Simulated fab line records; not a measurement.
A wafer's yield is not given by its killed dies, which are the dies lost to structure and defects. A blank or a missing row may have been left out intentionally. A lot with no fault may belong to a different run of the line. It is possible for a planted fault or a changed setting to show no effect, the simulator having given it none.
fab line records	flow berkeley-cmos170
record lots=5	wafers=27
route steps=331 shown V1@254 M3@323
start-h: start of the lot's first displayed wafer, in hours after the record's first day	wait-h: hours from the lot's prior step to this one	" same as the row above	L1.1+2: several wafers, shown together as one row	- either no value or no given start	* or withheld: withheld	< > ~ a bound
route shown NAME@n: NAME is a module with steps in the file, n the number in the route of the first one	usual: mean/standard deviation taken from wafers without a fault	same: alike in all rows	chamber/n: place in a boat	sites: the reading at each site	_std_site: how widely they spread, as a standard deviation	_edge_site: outer sites' mean less inner sites'	radius-mm: for every site, how far away it sits from the centre of the wafer	mask NAME#n: copy n	behind: the tool/chamber that last shaped the wafer	hold: cause of the lot's hold/its duration in hours/its outcome	device: whichever transistor did not switch (one of n, p or np)	end of line: at the end of the route, the tests of the same wafers	step lacking rows: just its recipe	killed: not the wafer's yield, but the dies lost to structure and defects at the first sort	map: dies across one wafer; x = killed, . = not, _ = none there
set.NAME: setting as actually run; set.NAME@STEP: the setting as run at that earlier step	model.NAME: the simulator's own value behind a step, which no gauge read
one table per step and one row per wafer, for lots whose settings were changed on purpose
## steps
# step UCB170_V1_CVD_00
# recipe material=SiO2	target-thk-nm=2000	temp-c=390	precursor=TEOS/O2	time-s=250	rf-w=550	pressure-mtorr=9000
lot.wafer	tool	chamber	start-h	wait-h	set.time-s	model.SiO2_of_V1_CVD_00.thk-nm
L074.4	pecvd-01	1	170.61	0.1	250	1987
L074.5	"	0	"	"	250	2018
L074.6	"	2	"	"	250	1976
L077.1	pecvd-02	2	193.17	0.0	250	1984
L077.2	"	0	"	"	360.9	2917
L077.3	"	1	"	"	360.9	2869
L077.4	"	1	"	"	360.9	2904
L077.5	"	0	"	"	250	2065
L077.6	"	2	"	"	250	2037
L079.1+3	pecvd-01	0,2	194.50	0.0	250	1960
L079.2	"	1	"	"	250	1949
L079.4+5	"	0,1	"	"	250	2006
L079.6	"	2	"	"	250	1980
L082.1	pecvd-02	0	211.46	0.0	250	1982
L082.2	"	2	"	"	250	1994
L082.3	"	1	"	"	250	1984
L082.4	"	2	"	"	250	2032
L082.5	"	1	"	"	250	2038
L082.6	"	0	"	"	250	2046
L083.1+2	pecvd-03	1,2	220.66	0.0	185.2	1465
L083.3	"	0	"	"	250	1951
L083.4	"	2	"	"	250	1994
L083.5	"	0	"	"	185.2	1456
L083.6	"	1	"	"	250	2005
# step UCB170_V1_THK_MEAS_01
# recipe reads=SiO2_of_V1_CVD_00
# usual V1_TEOS_THK=1995/28
lot.wafer	tool	chamber	start-h	wait-h	set.time-s@V1_CVD_00	V1_TEOS_THK[nm]
L074.4	film-metro-02	-	170.72	0.0	250	1987
L074.5	"	-	"	"	250	2018
L074.6	"	-	"	"	250	1975
L077.1	film-metro-03	-	193.32	0.1	250	1985
L077.2	"	-	"	"	360.9	2918
L077.3	"	-	"	"	360.9	2870
L077.4	"	-	"	"	360.9	2906
L077.5	"	-	"	"	250	2064
L077.6	"	-	"	"	250	2037
L079.1	film-metro-01	-	194.66	0.1	250	1958
L079.2	"	-	"	"	250	1948
L079.3	"	-	"	"	250	1960
L079.4	"	-	"	"	250	2006
L079.5	"	-	"	"	250	2007
L079.6	"	-	"	"	250	1981
L082.1	film-metro-03	-	211.62	0.1	250	1983
L082.2	"	-	"	"	250	1995
L082.3	"	-	"	"	250	1984
L082.4	"	-	"	"	250	2030
L082.5	"	-	"	"	250	2038
L082.6	"	-	"	"	250	2047
L083.1	film-metro-02	-	220.81	0.1	185.2	1465
L083.2	"	-	"	"	185.2	1464
L083.3	"	-	"	"	250	1951
L083.4	"	-	"	"	250	1996
L083.5	"	-	"	"	185.2	1458
L083.6	"	-	"	"	250	2005
# step UCB170_M3_DEVELOP_14
# recipe developer=TMAH	develop-time-s=45	resist=KrF	dev-temp-c=21
lot.wafer	tool	chamber	start-h	wait-h	set.develop-time-s
L074.4+5+6	litho-track-02	0	-	-	45
L077.1+4+6	litho-track-01	0	-	-	45
L077.2+3+5	"	0	"	"	61.15
L079.1+3+4	litho-track-01	0	-	-	45
L079.2+5+6	"	0	"	"	71.27
L082.1+2+3+4+5+6	litho-track-04	0	-	-	45
L083.1+3+5	litho-track-04	0	-	-	45
L083.2+4+6	"	0	"	"	25.11
# step UCB170_M3_CD_MEAS_15
# recipe target-cd-nm=700
# usual cd-nm=699.3/1.3
lot.wafer	tool	chamber	start-h	wait-h	set.develop-time-s@M3_DEVELOP_14	cd-nm
L074.4	cd-sem-01	-	184.02	-	45	702.4
L074.5	"	-	"	"	45	701.1
L074.6	"	-	"	"	45	700.4
L077.1	cd-sem-02	-	203.98	-	45	700.4
L077.2	"	-	"	"	61.15	697.5
L077.3	"	-	"	"	61.15	697.6
L077.4	"	-	"	"	45	700.5
L077.5	"	-	"	"	61.15	697.3
L077.6	"	-	"	"	45	700.4
L079.1	cd-sem-01	-	206.52	-	45	698.3
L079.2	"	-	"	"	71.27	696.4
L079.3	"	-	"	"	45	699.3
L079.4	"	-	"	"	45	698.7
L079.5	"	-	"	"	71.27	696.2
L079.6	"	-	"	"	71.27	696.2
L082.1	cd-sem-02	-	223.22	-	45	699.1
L082.2	"	-	"	"	45	700.1
L082.3	"	-	"	"	45	699.6
L082.4	"	-	"	"	45	699.7
L082.5	"	-	"	"	45	699.9
L082.6	"	-	"	"	45	700.3
L083.1	cd-sem-01	-	231.44	-	45	698.8
L083.2	"	-	"	"	25.11	702.9
L083.3	"	-	"	"	45	699.6
L083.4	"	-	"	"	25.11	703.0
L083.5	"	-	"	"	45	698.8
L083.6	"	-	"	"	25.11	703.7
# step UCB170_M3_ETCH_17
# recipe chemistry=N2/H2	target-depth-a=withheld	overetch-a=withheld	target=BARC	time-s=withheld	source-w=500	bias-w=100	pressure-mtorr=30	n2-flow-sccm=100	h2-flow-sccm=200
lot.wafer	tool	chamber	start-h	wait-h	set.develop-time-s@M3_DEVELOP_14	model.M3.cd-nm
L074.4	rie-diel-04	0	184.12	0.0	*	702.5
L074.5	"	2	"	"	*	701.3
L074.6	"	1	"	"	*	700.5
L077.1	rie-diel-03	3	204.13	0.0	*	700.2
L077.2	"	1	"	"	*	697.1
L077.3	"	2	"	"	*	697.3
L077.4	"	0	"	"	*	700.3
L077.5	"	2	"	"	*	696.7
L077.6	"	1	"	"	*	700.1
L079.1	rie-diel-01	3	206.67	0.0	*	698
L079.2	"	0	"	"	*	696.5
L079.3+4	"	2,1	"	"	*	699.2
L079.5	"	0	"	"	*	696.4
L079.6	"	3	"	"	*	696
L082.1	rie-diel-04	2	223.38	0.0	*	699.3
L082.2	"	0	"	"	*	700.2
L082.3	"	1	"	"	*	699.7
L082.4	"	3	"	"	*	700.1
L082.5	"	3	"	"	*	700.5
L082.6	"	0	"	"	*	700.6
L083.1	rie-diel-03	0	231.59	0.0	*	699.3
L083.2+6	"	1,2	"	"	*	703.3
L083.3	"	2	"	"	*	699.8
L083.4	"	1	"	"	*	703
L083.5	"	0	"	"	*	699.5
# step UCB170_M3_METAL_ETCH_18
# recipe chemistry=Cl2/BCl3	target=Al	stop-on=SiO2	pressure-mtorr=12	target-depth-a=11700	over-etch-frac=0.3	time-s=195	icp-w=600	bias-w=120	Cl2_flow_sccm=90	bcl3-flow-sccm=45
# step UCB170_M3_STRIP_19
# recipe chemistry=O2	power-w=400	pressure-mtorr=3500	platen-temp-c=withheld	o2-flow-sccm=400	overash-fraction=0.5
# step UCB170_M3_PROBE_99
lot.wafer	tool	chamber	start-h	wait-h	set.time-s@SPACER_CVD_00	model.etest.pldd.line-ohm-um	model.etest.nldd.line-ohm-um	model.etest.pldd.rs-ohm-sq
L074.4	prober-02	-	184.84	0.2	47	1700	1177	1110
L074.5	prober-02	-	184.89	0.2	47	1777	1223	1116
L074.6	prober-02	-	184.94	0.2	47	1766	1221	1107
L077.1	prober-02	-	204.70	0.1	65.54	1836	1261	1129
L077.2	prober-02	-	204.75	0.1	65.54	1870	1280	1142
L077.3	prober-02	-	204.80	0.2	65.54	1800	1233	1135
L077.4	prober-02	-	204.85	0.2	47	1842	1266	1117
L077.5	prober-02	-	204.90	0.2	47	1850	1272	1142
L077.6	prober-02	-	204.95	0.2	47	1844	1254	1140
L079.1	prober-02	-	207.24	0.1	19.31	6.161	6.14	3.647
L079.2	prober-02	-	207.29	0.1	19.31	6.225	6.04	3.657
L079.3	prober-02	-	207.34	0.2	19.31	6.095	5.996	3.659
L079.4	prober-02	-	207.39	0.2	47	1785	1229	1109
L079.5	prober-02	-	207.44	0.2	47	1774	1228	1106
L079.6	prober-02	-	207.49	0.2	47	1795	1230	1124
L082.1	prober-01	-	223.95	0.1	47	1773	1250	1078
L082.2	prober-01	-	224.00	0.1	47	1788	1249	1112
L082.3	prober-01	-	224.05	0.2	26.46	11.63	11.13	6.963
L082.4	prober-01	-	224.10	0.2	26.46	6.177	6.208	3.668
L082.5	prober-01	-	224.15	0.2	26.46	6.187	5.989	3.654
L082.6	prober-01	-	224.20	0.2	47	1814	1249	1094
L083.1	prober-01	-	232.16	0.1	47	1751	1182	1108
L083.2	prober-01	-	232.21	0.1	69.86	1796	1200	1115
L083.3	prober-01	-	232.26	0.2	69.86	1794	1200	1114
L083.4	prober-01	-	232.31	0.2	47	1780	1188	1114
L083.5	prober-01	-	232.36	0.2	69.86	-	-	-
L083.6	prober-01	-	232.41	0.2	47	1820	1214	1112
# killed by level:class
L074.4 GATE:geometric-particle:open=2 SILICIDE:geometric-particle:short=1
L074.5 START:geometric-particle:open=1 SACOX:geometric-particle:open=1 GATE:geometric-particle:short=1
L074.6 SPACER:geometric-particle:open=1 SILICIDE:geometric-particle:short=1
## key
split step=UCB170_V1_CVD_00	setting=time-s	stated=250	by=wafer
response step=UCB170_V1_CVD_00	reading=model.SiO2_of_V1_CVD_00.thk-nm	change=+19.7	per=1%	r=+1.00
response step=UCB170_V1_THK_MEAS_01	reading=V1_TEOS_THK	change=+19.7	per=1%	r=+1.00
split step=UCB170_M3_DEVELOP_14	setting=develop-time-s	stated=45	by=wafer
response step=UCB170_M3_CD_MEAS_15	reading=cd-nm	change=-0.0653	per=1%	r=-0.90
response step=UCB170_M3_ETCH_17	reading=model.M3.cd-nm	change=-0.0633	per=1%	r=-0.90
split outside-this-file step=UCB170_SPACER_CVD_00 setting=time-s
# split outside-this-file: this setting was split too, and the file shows its column; the key of that split is in another file
